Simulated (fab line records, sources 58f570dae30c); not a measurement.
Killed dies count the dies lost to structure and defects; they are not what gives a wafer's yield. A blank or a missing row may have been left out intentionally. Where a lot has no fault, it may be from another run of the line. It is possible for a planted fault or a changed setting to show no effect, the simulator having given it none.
Which of the tools did it? / flow berkeley cmos170 / 14 lots, 42 wafers sampled, at 5 steps of a route of 331

## WHAT THE GAUGES READ, wafer by wafer
UCB170_PSD_CD_MEAS_06 targets a cd of 1200 nm. Usual: cd nm reads 1200.0 nm (standard deviation 1.5).
lot=L396; measured=day 6 07:56; on=cd sem-01; cd nm (nm)=1201.4 1201.3 1200.8; flag=
lot=L398; measured=day 6 15:58; on=cd sem-02; cd nm (nm)=1202.1 1200.6 1201.6; flag=
lot=L397; measured=day 6 17:22; on=cd sem-02; cd nm (nm)=1199.6 1199.4 1199.6; flag=
lot=L401; measured=day 6 22:28; on=cd sem-02; cd nm (nm)=1199.0 1199.8 1200.1; flag=
lot=L405; measured=day 8 13:19; on=cd sem-02; cd nm (nm)=1200.5 1201.1 1200.9; flag=
lot=L408; measured=day 9 16:14; on=cd sem-01; cd nm (nm)=1199.2 1197.4 1198.3; flag=
lot=L409; measured=day 9 16:28; on=cd sem-02; cd nm (nm)=1199.7 1198.3 1199.1; flag=
lot=L410; measured=day 9 16:35; on=cd sem-01; cd nm (nm)=1201.5 1202.3 1201.7; flag=
lot=L411; measured=day 10 04:43; on=cd sem-01; cd nm (nm)=1199.7 1199.9 1200.0; flag=
lot=L412; measured=day 10 13:04; on=cd sem-01; cd nm (nm)=1199.8 1199.2 1197.8; flag=
lot=L413; measured=day 10 12:56; on=cd sem-01; cd nm (nm)=1200.3 1199.3 1199.5; flag=
lot=L415; measured=day 11 06:58; on=cd sem-01; cd nm (nm)=1199.4 1197.4 1197.2; flag=
lot=L418; measured=day 11 07:07; on=cd sem-01; cd nm (nm)=1200.2 1199.7 1199.0; flag=
lot=L419; measured=day 12 12:08; on=cd sem-01; cd nm (nm)=1200.2 1200.4 1200.8; flag=

UCB170_V2_CD_MEAS_90 targets a cd of 700 nm. Usual: cd nm reads 699.5 nm (standard deviation 1.5).
lot=L396; measured=day 7 07:37; on=cd sem-02; cd nm (nm)=699.9 699.8 699.2; flag=
lot=L398; measured=day 7 17:54; on=cd sem-02; cd nm (nm)=700.5 698.4 700.3; flag=
lot=L397; measured=day 7 18:56; on=cd sem-01; cd nm (nm)=699.0 699.1 701.5; flag=
lot=L401; measured=day 7 23:27; on=cd sem-02; cd nm (nm)=699.6 700.0 700.8; flag=
lot=L405; measured=day 9 14:12; on=cd sem-02; cd nm (nm)=696.9 698.8 698.5; flag=
lot=L408; measured=day 10 20:26; on=cd sem-01; cd nm (nm)=698.7 699.2 700.2; flag=
lot=L409; measured=day 10 20:32; on=cd sem-01; cd nm (nm)=701.3 700.0 700.3; flag=
lot=L410; measured=day 10 19:37; on=cd sem-01; cd nm (nm)=699.5 700.6 699.7; flag=
lot=L411; measured=day 11 12:20; on=cd sem-01; cd nm (nm)=701.7 698.7 699.9; flag=
lot=L412; measured=day 12 00:17; on=cd sem-01; cd nm (nm)=698.7 700.1 699.4; flag=
lot=L413; measured=day 12 00:32; on=cd sem-01; cd nm (nm)=700.8 699.7 698.0; flag=
lot=L415; measured=day 12 11:58; on=cd sem-01; cd nm (nm)=697.8 697.5 696.9; flag=
lot=L418; measured=day 12 11:43; on=cd sem-01; cd nm (nm)=701.0 700.8 700.4; flag=
lot=L419; measured=day 13 12:46; on=cd sem-01; cd nm (nm)=700.6 699.6 701.2; flag=

## EACH LOT AND THE TOOL THAT RAN IT (in order: tool; ch and the chambers of the sampled wafers; start)
lot=L396; UCB170_GATE_STRIP_16=plasma asher-01 ch 0,1, day 6 01:19; UCB170_M2_COAT_05=litho track-04 ch 0, day 7 02:58; UCB170_M2_STRIP_07=plasma asher-04 ch 0,1, day 7 03:14
lot=L398; UCB170_GATE_STRIP_16=plasma asher-03 ch 0,1, day 6 07:50; UCB170_M2_COAT_05=litho track-02 ch 0, day 7 13:20; UCB170_M2_STRIP_07=plasma asher-04 ch 0,1, day 7 13:36
lot=L397; UCB170_GATE_STRIP_16=plasma asher-02 ch 0,1, day 6 08:09; UCB170_M2_COAT_05=litho track-03 ch 0, day 7 13:47; UCB170_M2_STRIP_07=plasma asher-03 ch 0,1, day 7 14:04
lot=L401; UCB170_GATE_STRIP_16=plasma asher-03 ch 0,1, day 6 12:19; UCB170_M2_COAT_05=litho track-03 ch 0, day 7 19:05; UCB170_M2_STRIP_07=plasma asher-03 ch 0,1, day 7 19:23
lot=L405; UCB170_GATE_STRIP_16=plasma asher-01 ch 0,1, day 8 02:30; UCB170_M2_COAT_05=litho track-02 ch 0, day 9 09:27; UCB170_M2_STRIP_07=plasma asher-04 ch 0,1, day 9 09:45
lot=L408; UCB170_GATE_STRIP_16=plasma asher-01 ch 0,1, day 9 03:23; UCB170_M2_COAT_05=litho track-02 ch 0, day 10 11:07; UCB170_M2_STRIP_07=plasma asher-04 ch 0,1, day 10 11:22
lot=L409; UCB170_GATE_STRIP_16=plasma asher-03 ch 0,1, day 9 03:29; UCB170_M2_COAT_05=litho track-03 ch 0, day 10 11:25; UCB170_M2_STRIP_07=plasma asher-01 ch 0,1, day 10 11:42
lot=L410; UCB170_GATE_STRIP_16=plasma asher-02 ch 0,1, day 9 03:37; UCB170_M2_COAT_05=litho track-03 ch 0, day 10 10:58; UCB170_M2_STRIP_07=plasma asher-01 ch 0,1, day 10 11:15
lot=L411; UCB170_GATE_STRIP_16=plasma asher-02 ch 0,1, day 9 19:06; UCB170_M2_COAT_05=litho track-04 ch 0, day 11 07:47; UCB170_M2_STRIP_07=plasma asher-01 ch 0,1, day 11 08:05
lot=L412; UCB170_GATE_STRIP_16=plasma asher-03 ch 0,1, day 10 03:01; UCB170_M2_COAT_05=litho track-03 ch 0, day 11 18:20; UCB170_M2_STRIP_07=plasma asher-04 ch 0,1, day 11 18:37
lot=L413; UCB170_GATE_STRIP_16=plasma asher-02 ch 0,1, day 10 03:22; UCB170_M2_COAT_05=litho track-04 ch 0, day 11 18:43; UCB170_M2_STRIP_07=plasma asher-03 ch 1, day 11 19:01
lot=L415; UCB170_GATE_STRIP_16=plasma asher-03 ch 0,1, day 10 14:16; UCB170_M2_COAT_05=litho track-03 ch 0, day 12 06:23; UCB170_M2_STRIP_07=plasma asher-03 ch 0,1, day 12 06:40
lot=L418; UCB170_GATE_STRIP_16=plasma asher-02 ch 0,1, day 10 21:40; UCB170_M2_COAT_05=litho track-03 ch 0, day 12 05:58; UCB170_M2_STRIP_07=plasma asher-04 ch 0,1, day 12 06:14
lot=L419; UCB170_GATE_STRIP_16=plasma asher-01 ch 0,1, day 11 21:19; UCB170_M2_COAT_05=litho track-02 ch 0, day 13 05:20; UCB170_M2_STRIP_07=plasma asher-01 ch 0,1, day 13 05:35
- UCB170_GATE_STRIP_16: strips in O2.
- UCB170_M2_COAT_05: resist thk 900 nm.
- UCB170_M2_STRIP_07: strips in O2.

## AS READ BY THE TOOLS THEMSELVES (means over the sampled wafers that have a number; for cases with no such wafer, the mark the record gives instead)
UCB170_GATE_STRIP_16. Usual: drypump motor current A 5.5 A, standard deviation 0.56; oes product au 0.724 a.u., standard deviation 0.0044.
lot=L396; tool=plasma asher-01; drypump motor current A (A)=5.0; oes product au (a.u.)=0.725; flag=
lot=L398; tool=plasma asher-03; drypump motor current A (A)=5.8; oes product au (a.u.)=0.724; flag=
lot=L397; tool=plasma asher-02; drypump motor current A (A)=6.1; oes product au (a.u.)=0.724; flag=
lot=L401; tool=plasma asher-03; drypump motor current A (A)=5.9; oes product au (a.u.)=0.724; flag=
lot=L405; tool=plasma asher-01; drypump motor current A (A)=5.0; oes product au (a.u.)=0.728; flag=
lot=L408; tool=plasma asher-01; drypump motor current A (A)=5.0; oes product au (a.u.)=0.725; flag=
lot=L409; tool=plasma asher-03; drypump motor current A (A)=6.0; oes product au (a.u.)=0.722; flag=
lot=L410; tool=plasma asher-02; drypump motor current A (A)=5.7; oes product au (a.u.)=0.722; flag=
lot=L411; tool=plasma asher-02; drypump motor current A (A)=6.1; oes product au (a.u.)=0.725; flag=
lot=L412; tool=plasma asher-03; drypump motor current A (A)=5.8; oes product au (a.u.)=0.729; flag=
lot=L413; tool=plasma asher-02; drypump motor current A (A)=5.7; oes product au (a.u.)=0.722; flag=
lot=L415; tool=plasma asher-03; drypump motor current A (A)=5.9; oes product au (a.u.)=0.725; flag=
lot=L418; tool=plasma asher-02; drypump motor current A (A)=5.6; oes product au (a.u.)=0.724; flag=
lot=L419; tool=plasma asher-01; drypump motor current A (A)=5.0; oes product au (a.u.)=0.726; flag=

UCB170_M2_STRIP_07. Usual: drypump motor current A 5.5 A, standard deviation 0.57; oes product au 0.734 a.u., standard deviation 0.0045; strip time to endpoint s 21.99 s, standard deviation 0.054.
lot=L396; tool=plasma asher-04; drypump motor current A (A)=5.4; oes product au (a.u.)=0.737; strip time to endpoint s (s)=21.97; flag=
lot=L398; tool=plasma asher-04; drypump motor current A (A)=5.9; oes product au (a.u.)=0.732; strip time to endpoint s (s)=21.99; flag=
lot=L397; tool=plasma asher-03; drypump motor current A (A)=6.0; oes product au (a.u.)=0.734; strip time to endpoint s (s)=21.99; flag=
lot=L401; tool=plasma asher-03; drypump motor current A (A)=5.9; oes product au (a.u.)=0.736; strip time to endpoint s (s)=21.99; flag=
lot=L405; tool=plasma asher-04; drypump motor current A (A)=5.9; oes product au (a.u.)=0.735; strip time to endpoint s (s)=22.31; flag=OFF
lot=L408; tool=plasma asher-04; drypump motor current A (A)=5.4; oes product au (a.u.)=0.732; strip time to endpoint s (s)=22.30; flag=OFF
lot=L409; tool=plasma asher-01; drypump motor current A (A)=5.0; oes product au (a.u.)=0.734; strip time to endpoint s (s)=21.99; flag=
lot=L410; tool=plasma asher-01; drypump motor current A (A)=5.0; oes product au (a.u.)=0.732; strip time to endpoint s (s)=21.99; flag=
lot=L411; tool=plasma asher-01; drypump motor current A (A)=5.0; oes product au (a.u.)=0.740; strip time to endpoint s (s)=22.10; flag=
lot=L412; tool=plasma asher-04; drypump motor current A (A)=5.4; oes product au (a.u.)=0.733; strip time to endpoint s (s)=21.92; flag=
lot=L413; tool=plasma asher-03; drypump motor current A (A)=5.7; oes product au (a.u.)=0.734; strip time to endpoint s (s)=21.95; flag=
lot=L415; tool=plasma asher-03; drypump motor current A (A)=5.8; oes product au (a.u.)=0.735; strip time to endpoint s (s)=22.04; flag=
lot=L418; tool=plasma asher-04; drypump motor current A (A)=5.4; oes product au (a.u.)=0.732; strip time to endpoint s (s)=21.98; flag=
lot=L419; tool=plasma asher-01; drypump motor current A (A)=5.0; oes product au (a.u.)=0.732; strip time to endpoint s (s)=21.98; flag=

## THE ANSWER, worked out from the rows above alone
Rule: take the mean of a lot's wafers that have a number; if it is more than 3 standard deviations from the usual mean, the lot is off. A lot without any number at a reading at which 4 lots or more have one is off too. Any other lot the step has rows for is counted as sound. Order of review: gauges by route order, followed by the tools' own readings, for which a lot's mean as printed above is used. The first step at which some lot is off is used, and at that step the reading that is off furthest; a lot without a number counts as furthest.
Off at UCB170_M2_STRIP_07 (strip time to endpoint s): L405, L408.
A tool fits if, at that step or a process step before it, it ran every lot that is off, and no sound lot after the first of them. None of those tried fits.

## WHAT THE SIMULATOR HAD PUT IN
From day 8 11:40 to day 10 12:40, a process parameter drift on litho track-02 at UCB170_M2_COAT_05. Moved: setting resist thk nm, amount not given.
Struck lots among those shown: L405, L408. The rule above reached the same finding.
